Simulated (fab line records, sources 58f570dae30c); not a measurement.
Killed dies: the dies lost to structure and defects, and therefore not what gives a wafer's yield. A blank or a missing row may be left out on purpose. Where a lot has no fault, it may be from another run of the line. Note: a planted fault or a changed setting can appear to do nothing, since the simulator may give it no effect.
A lot that was struck, set against a sound lot	flow berkeley cmos170	26 out of 331 route steps
Sound: the wafers L890.2, L890.4, L890.6. Struck: wafers L885.1, L885.3, L885.6. The cause is given at the end.
Each step with rows lists, per side, the tool, then ch with its chambers, then its first start. Under that, the readings that differ: sound wafers	struck wafers	difference of the means	sigmas: that difference in standard deviations of wafers without a fault.
alike: readings whose means differ by less than 2 such deviations, and words and numbers that are the same on both sides. not compared: withheld readings, readings that some wafer has no value for, bounds like >300 that may hide the same value, and numbers for which the record gives no deviation and whose values overlap.
Wherever a step has rows on one side only, a row that says differs or no value, or a row with sigmas, the two part there. Numbers that have no deviation but don't overlap get no sigmas and don't part them. A reading that every wafer of one side lacks parts them only if that side has two wafers or more.

first, 3 steps without rows for these wafers: UCB170_PVT_EXPOSE_03 (exposes mask NWELL, target cd 3000 nm); UCB170_PVT_PEB_04; UCB170_PVT_DEVELOP_05 (develop time 45 s).
UCB170_PVT_OVL_MEAS_06:
  sound on overlay-02, day 9 02:40; struck on overlay-01, day 8 06:40
  alike: PVT_OVL
then, 1 step without rows for these wafers: UCB170_PVT_IMPLANT_07.
UCB170_PVT_STRIP_08: strips in O2.
  sound on plasma asher-02 ch 0,1, day 9 02:51; struck on plasma asher-02 ch 0,1, day 8 06:50
  alike: chamber pressure mTorr, drypump motor current A, oes product au, strip time to endpoint s
  not compared: rf hours counter h
UCB170_PVT_TW_MEAS_09:
  sound on film metro-03, day 9 02:58; struck on film metro-03, day 8 06:56
  alike: PVT_TW
then, 1 step without rows for these wafers: UCB170_GATE_WET_ETCH_00 (etches SiO2 in dHF, time 200 s).
UCB170_FIELD_THK_MEAS_91:
  sound on film metro-03, day 9 03:05; struck on film metro-03, day 8 07:05
  alike: FIELD_OXIDE_LEFT_2_THK
then, 1 step without rows for these wafers: UCB170_GATE_OXIDATION_01 (target thk 6.6 nm, ox time 1800 s).
UCB170_GATE_THK_MEAS_02:
  sound on film metro-03, day 9 06:26; struck on film metro-03, day 8 11:16
  alike: GATE_OXIDE_THK
then, 1 step without rows for these wafers: UCB170_GATE_ANNEAL_03 (time 1800 s).
UCB170_GATE_CVD_04: deposits poly-Si from SiH4, time 1440 s, target thk 214 nm.
  sound on lpcvd-01 ch 1, day 9 10:26; struck on lpcvd-02 ch 1, day 8 17:41
UCB170_GATE_THK_MEAS_05:
  sound on film metro-03, day 9 11:50; struck on film metro-03, day 8 19:50
reading	sound	struck	difference	sigmas
GATE_POLY_THK (nm)	215.0 215.0 215.9	178.8 177.9 178.8	-36.8	-23
then, 6 steps without rows for these wafers: UCB170_GATE_COAT_06; UCB170_GATE_COAT_07 (resist thk 900 nm); UCB170_GATE_SOFTBAKE_08 (time 60 s); UCB170_GATE_EXPOSE_09 (exposes mask POLY, target cd 350 nm); UCB170_GATE_PEB_10; UCB170_GATE_DEVELOP_11 (develop time 45 s).
UCB170_GATE_CD_MEAS_12: the cd target is 350 nm.
  sound on cd sem-02, day 9 12:53; struck on cd sem-02, day 8 21:08
  alike: cd nm
UCB170_GATE_OVL_MEAS_13:
  sound on overlay-02, day 9 12:59; struck on overlay-02, day 8 21:15
  alike: GATE_OVL
UCB170_GATE_ETCH_14: etches BARC in N2/H2.
  sound on rie diel-01 ch 0,1, day 9 13:01; struck on rie diel-02 ch 0,1,2, day 8 21:17
  alike: chamber pressure mTorr, drypump motor current A, oes product au, throttle valve pct
UCB170_GATE_ETCH_15: etches poly-Si in HBr/Cl2, stops on SiO2, time 56.3 s, target depth 278.2 nm.
  sound on rie si-02 ch 2,3, day 9 13:04; struck on rie si-02 ch 0,2, day 8 21:20
reading	sound	struck	difference	sigmas
oes product au (a.u.)	0.813 0.816 0.836	0.732 0.721 0.731	-0.094	-6
  alike: HBr_flow_sccm, chamber pressure mTorr, drypump motor current A, he backside leak sccm, throttle valve pct
  not compared: rf hours counter h
UCB170_GATE_STRIP_16: strips in O2.
  sound on plasma asher-01 ch 0,1, day 9 13:06; struck on plasma asher-04 ch 0,1, day 8 21:23
  alike: chamber pressure mTorr, drypump motor current A, oes product au
  not compared: rf hours counter h
UCB170_M3_PROBE_99:
  the record has rows for the struck wafers here (prober-01, day 10 14:17) and none for the sound ones

WHERE THEY PART
Earliest at UCB170_GATE_THK_MEAS_05; latest, in this record, at UCB170_M3_PROBE_99.

WHY: what had been put in by the simulator
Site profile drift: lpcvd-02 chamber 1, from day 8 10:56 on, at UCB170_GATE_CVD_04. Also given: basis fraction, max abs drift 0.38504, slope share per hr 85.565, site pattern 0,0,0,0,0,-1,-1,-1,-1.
